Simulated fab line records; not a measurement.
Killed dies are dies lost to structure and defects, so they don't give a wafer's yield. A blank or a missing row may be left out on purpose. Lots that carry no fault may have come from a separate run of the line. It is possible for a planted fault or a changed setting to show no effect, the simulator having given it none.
The tool behind it: which one? -- flow rit-cmos -- 42 wafers from 14 lots sampled at 5 of the route's 202 steps

WHAT THE GAUGES SHOWED, per wafer
RIT_ACTIVE_BOW_MEAS_00.
lot,measured,on,INCOMING_BOW (um)
L525,day 1 10:01,film-metro-01,2 5 -5
L526,day 1 15:01,film-metro-03,-3 12 11
L527,day 1 20:04,film-metro-02,10 6 -9
L528,day 2 01:00,film-metro-03,-1 -8 2
L530,day 2 11:04,film-metro-01,-1 -8 -1
L531,day 2 16:04,film-metro-02,-1 -2 2
L533,day 3 02:00,film-metro-02,5 3 -6
L538,day 4 03:01,film-metro-02,-2 -4 -10
L539,day 4 08:00,film-metro-03,-5 9 1
L542,day 4 23:00,film-metro-02,-2 3 7
L543,day 5 04:05,film-metro-03,-1 -1 0
L545,day 5 14:00,film-metro-01,-1 -3 -1
L546,day 5 19:00,film-metro-01,-3 9 -7
L548,day 6 05:00,film-metro-03,4 2 -7

RIT_NRETRO_TW_MEAS_10.
lot,measured,on,NRETRO_TW
L525,day 2 13:59,film-metro-03,1049 1056 1051
L526,day 2 18:41,film-metro-02,1068 1065 1064
L527,day 2 23:48,film-metro-03,1053 1051 1059
L528,day 3 02:55,film-metro-02,1175 1176 1178
L530,day 3 14:54,film-metro-03,1054 1056 1054
L531,day 4 03:07,film-metro-03,1182 1180 1183
L533,day 4 18:25,film-metro-02,1173 1169 1172
L538,day 5 11:13,film-metro-01,1038 1037 1036
L539,day 5 18:33,film-metro-01,1044 1036 1037
L542,day 6 02:08,film-metro-01,1041 1046 1040
L543,day 6 07:32,film-metro-01,1042 1041 1042
L545,day 6 13:26,film-metro-01,1041 1039 1042
L546,day 6 19:02,film-metro-02,1068 1064 1065
L548,day 7 02:38,film-metro-01,1040 1037 1033

RIT_M1_THK_MEAS_02: measures by xrf.
lot,measured,on,M1_AL_THK (nm)
L525,day 3 16:42,film-metro-03,406 404 405
L526,day 4 05:43,film-metro-02,411 407 405
L527,day 4 18:35,film-metro-01,396 402 402
L528,day 4 22:27,film-metro-03,403 401 405
L530,day 5 07:05,film-metro-01,411 408 408
L531,day 5 07:38,film-metro-03,409 411 410
L533,day 6 02:39,film-metro-01,408 401 396
L538,day 6 16:09,film-metro-02,393 403 407
L539,day 6 19:26,film-metro-01,410 411 410
L542,day 7 04:33,film-metro-03,401 409 403
L543,day 7 10:46,film-metro-03,411 409 407
L545,day 7 16:38,film-metro-02,398 398 401
L546,day 7 18:46,film-metro-02,407 410 408
L548,day 8 06:15,film-metro-01,417 410 407

WHAT TOOL EACH LOT RAN ON (gives the tool, then ch and the chambers of the sampled wafers, and finally the start)
lot,RIT_NRETRO_IMPLANT_08,RIT_PRETRO_STRIP_09
L525,"implanter-04 ch 0, day 2 13:40","plasma-asher-01 ch 0,1, day 2 15:28"
L526,"implanter-03 ch 0, day 2 18:22","plasma-asher-02 ch 0,1, day 2 20:03"
L527,"implanter-03 ch 0, day 2 23:31","plasma-asher-03 ch 0,1, day 3 01:20"
L528,"implanter-03 ch 0, day 3 02:35","plasma-asher-03 ch 0,1, day 3 04:23"
L530,"implanter-02 ch 0, day 3 14:37","plasma-asher-02 ch 0,1, day 3 16:26"
L531,"implanter-03 ch 0, day 4 02:50","plasma-asher-01 ch 0,1, day 4 04:38"
L533,"implanter-03 ch 0, day 4 18:05","plasma-asher-01 ch 0,1, day 4 19:56"
L538,"implanter-04 ch 0, day 5 10:54","plasma-asher-03 ch 0,1, day 5 12:42"
L539,"implanter-02 ch 0, day 5 18:13","plasma-asher-01 ch 0,1, day 5 20:14"
L542,"implanter-04 ch 0, day 6 01:49","plasma-asher-02 ch 0,1, day 6 04:11"
L543,"implanter-02 ch 0, day 6 07:13","plasma-asher-02 ch 0,1, day 6 09:23"
L545,"implanter-02 ch 0, day 6 13:07","plasma-asher-02 ch 0,1, day 6 15:06"
L546,"implanter-02 ch 0, day 6 18:43","plasma-asher-01 ch 0,1, day 6 20:25"
L548,"implanter-03 ch 0, day 7 02:19","plasma-asher-02 ch 0,1, day 7 04:11"
- RIT_NRETRO_IMPLANT_08
- RIT_PRETRO_STRIP_09: strips in O2, time 180 s.

AS READ BY THE TOOLS THEMSELVES (means over the sampled wafers that have a number; for cases with no such wafer, the mark the record gives instead)
RIT_NRETRO_IMPLANT_08.
lot,tool,dose-ions-cm2,faraday-current-uA
L525,implanter-04,1e+13,32.1
L526,implanter-03,1e+13,31.3
L527,implanter-03,1e+13,31.7
L528,implanter-03,1e+13,43.1
L530,implanter-02,1e+13,31.2
L531,implanter-03,1e+13,43.3
L533,implanter-03,1e+13,44.0
L538,implanter-04,1e+13,31.7
L539,implanter-02,1e+13,32.0
L542,implanter-04,1e+13,32.1
L543,implanter-02,1e+13,31.0
L545,implanter-02,1e+13,31.8
L546,implanter-02,1e+13,32.0
L548,implanter-03,1e+13,31.5

RIT_PRETRO_STRIP_09.
lot,tool,drypump-motor-current-A (A)
L525,plasma-asher-01,5.8
L526,plasma-asher-02,5.9
L527,plasma-asher-03,5.0
L528,plasma-asher-03,5.4
L530,plasma-asher-02,5.9
L531,plasma-asher-01,5.9
L533,plasma-asher-01,5.8
L538,plasma-asher-03,5.4
L539,plasma-asher-01,5.9
L542,plasma-asher-02,5.9
L543,plasma-asher-02,6.2
L545,plasma-asher-02,5.9
L546,plasma-asher-01,5.9
L548,plasma-asher-02,5.9

THE ANSWER, worked out from the rows above alone
Rule: what is usual is taken from the lots themselves. Put in order of their means at a reading, lots are off if they are a third of the lots or fewer, leave a main group of 4 or more, and stand apart from it by a gap of 3 or more times the standard deviation of the main group's means; of several such gaps the widest counts. If all means in a main group match to the digits the tables above print for the reading, that group is not used. Also off: a lot with no number at a reading for which 4 or more lots have one. Any other lot the step has rows for is counted as sound. After the gauges, taken in route order, come the tools' own readings; for these a lot's mean is taken, as printed above. The first step at which some lot is off is used, and at that step the reading that is off furthest; a lot without a number counts as furthest.
Off: L528, L531, L533, at RIT_NRETRO_TW_MEAS_10 (NRETRO_TW). Main group: mean 1048, sd 10.
If a tool, at a process step before that reading, ran all the lots that are off and no sound lot after the first of them, it fits. The gauges at RIT_NRETRO_TW_MEAS_10 aren't tried: what is off there is off at RIT_NRETRO_IMPLANT_08 too, on other tools, and a gauge's error can't cause that. None of those tried fits.

WHAT THE SIMULATOR HAD PUT IN
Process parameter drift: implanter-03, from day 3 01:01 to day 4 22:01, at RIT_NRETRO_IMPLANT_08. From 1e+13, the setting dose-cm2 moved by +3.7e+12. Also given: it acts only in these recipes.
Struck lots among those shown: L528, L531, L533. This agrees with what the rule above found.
